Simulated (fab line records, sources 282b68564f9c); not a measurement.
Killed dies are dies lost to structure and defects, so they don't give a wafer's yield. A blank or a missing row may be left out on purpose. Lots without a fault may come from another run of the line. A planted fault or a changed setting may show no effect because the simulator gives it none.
Tool commonality check | flow rit_cmos | 15 lots, 45 wafers sampled

WHY IT WAS OPENED
At RIT_ACTIVE_THK_MEAS_04 the reading ACTIVE_NITRIDE_THK is flagged on 3 of 15 lots. Wafers without a fault read 149.7 nm, standard deviation 1.5.
Rule: a lot is flagged when every wafer of it that has a number lies more than 4 standard deviations from that mean, or none has a number. The other lots count as sound.

lot  | measured    | on            | ACTIVE_NITRIDE_THK (nm), wafer by wafer | flag
L540 | day 1 18:46 | film_metro-03 | 148.7 150.3 149.9                       |
L541 | day 2 01:57 | film_metro-03 | 149.8 149.6 148.8                       |
L542 | day 2 05:15 | film_metro-02 | 148.9 150.1 150.8                       |
L543 | day 2 10:08 | film_metro-03 | 150.3 150.1 151.4                       |
L544 | day 2 15:56 | film_metro-04 | 149.4 150.1 148.3                       |
L546 | day 3 01:19 | film_metro-04 | 149.2 148.7 147.5                       |
L549 | day 3 17:19 | film_metro-04 | 151.6 151.6 150.5                       |
L550 | day 3 22:24 | film_metro-03 | 148.7 148.9 149.5                       |
L552 | day 4 06:45 | film_metro-03 | 148.3 148.1 148.1                       |
L554 | day 4 16:59 | film_metro-03 | 254.0 252.8 254.1                       | FLAGGED
L555 | day 4 22:20 | film_metro-02 | 252.7 252.6 252.3                       | FLAGGED
L556 | day 5 03:20 | film_metro-02 | 151.0 150.6 149.3                       |
L559 | day 5 17:40 | film_metro-04 | 150.7 152.1 151.2                       |
L560 | day 5 22:32 | film_metro-02 | 251.8 252.1 250.8                       | FLAGGED
L561 | day 6 03:32 | film_metro-02 | 153.3 154.7 153.2                       |
The numbers of the flagged lots are 252.6 nm on average: +102.9 nm against the usual, or +69 standard deviations.

WHICH TOOL RAN EACH LOT
The record holds 1 process step before the reading, out of a route of 202 steps. In each cell: the tool, then ch and the chambers that the sampled wafers went through, then the start.
lot  | flag    | RIT_ACTIVE_CVD_03
L540 |         | lpcvd-02 ch 1, day 1 17:21
L541 |         | lpcvd-01 ch 0, day 2 00:32
L542 |         | lpcvd-01 ch 0, day 2 03:07
L543 |         | lpcvd-02 ch 1, day 2 08:43
L544 |         | lpcvd-01 ch 1, day 2 14:31
L546 |         | lpcvd-01 ch 1, day 2 23:53
L549 |         | lpcvd-01 ch 1, day 3 15:53
L550 |         | lpcvd-02 ch 0, day 3 20:16
L552 |         | lpcvd-02 ch 0, day 4 05:19
L554 | FLAGGED | lpcvd-02 ch 0, day 4 15:34
L555 | FLAGGED | lpcvd-02 ch 0, day 4 20:56
L556 |         | lpcvd-01 ch 0, day 5 01:55
L559 |         | lpcvd-01 ch 0, day 5 16:15
L560 | FLAGGED | lpcvd-02 ch 0, day 5 21:07
L561 |         | lpcvd-01 ch 0, day 6 02:07
What these steps do:
- RIT_ACTIVE_CVD_03: deposits Si3N4 from SiH2Cl2/NH3, target thk 150 nm, time 1500 s.
- RIT_ACTIVE_THK_MEAS_04

FLAGGED OVER TOTAL, TOOL BY TOOL (the gauges that took the reading come last)
step                   | tool          | lots run | flagged | share of the flagged lots | sound lots run after its first flagged lot
RIT_ACTIVE_CVD_03      | lpcvd-01      | 8        | 0       | none                      | -
RIT_ACTIVE_CVD_03      | lpcvd-02      | 7        | 3       | all                       | 0
RIT_ACTIVE_THK_MEAS_04 | film_metro-02 | 5        | 2       | some                      | 2 (L556,L561)
RIT_ACTIVE_THK_MEAS_04 | film_metro-03 | 6        | 1       | some                      | 0
RIT_ACTIVE_THK_MEAS_04 | film_metro-04 | 4        | 0       | none                      | -

WHAT THE TABLE ALLOWS
1 row of the table ran every flagged lot: lpcvd-02 at RIT_ACTIVE_CVD_03.
- lpcvd-02 at RIT_ACTIVE_CVD_03: 3 of its 7 lots flagged. Its last sound lot is L552 (day 4 05:19), its first flagged lot L554 (day 4 15:34): a fault that began between those two fits.
One tool is left: lpcvd-02 at RIT_ACTIVE_CVD_03.

WHAT THE SIMULATOR HAD PUT IN
Process parameter drift: lpcvd-02, from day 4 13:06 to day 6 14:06, at RIT_ACTIVE_CVD_03. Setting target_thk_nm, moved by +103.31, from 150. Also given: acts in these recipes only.
Lots struck among those shown: L554, L555, L560. The rule above found the same.
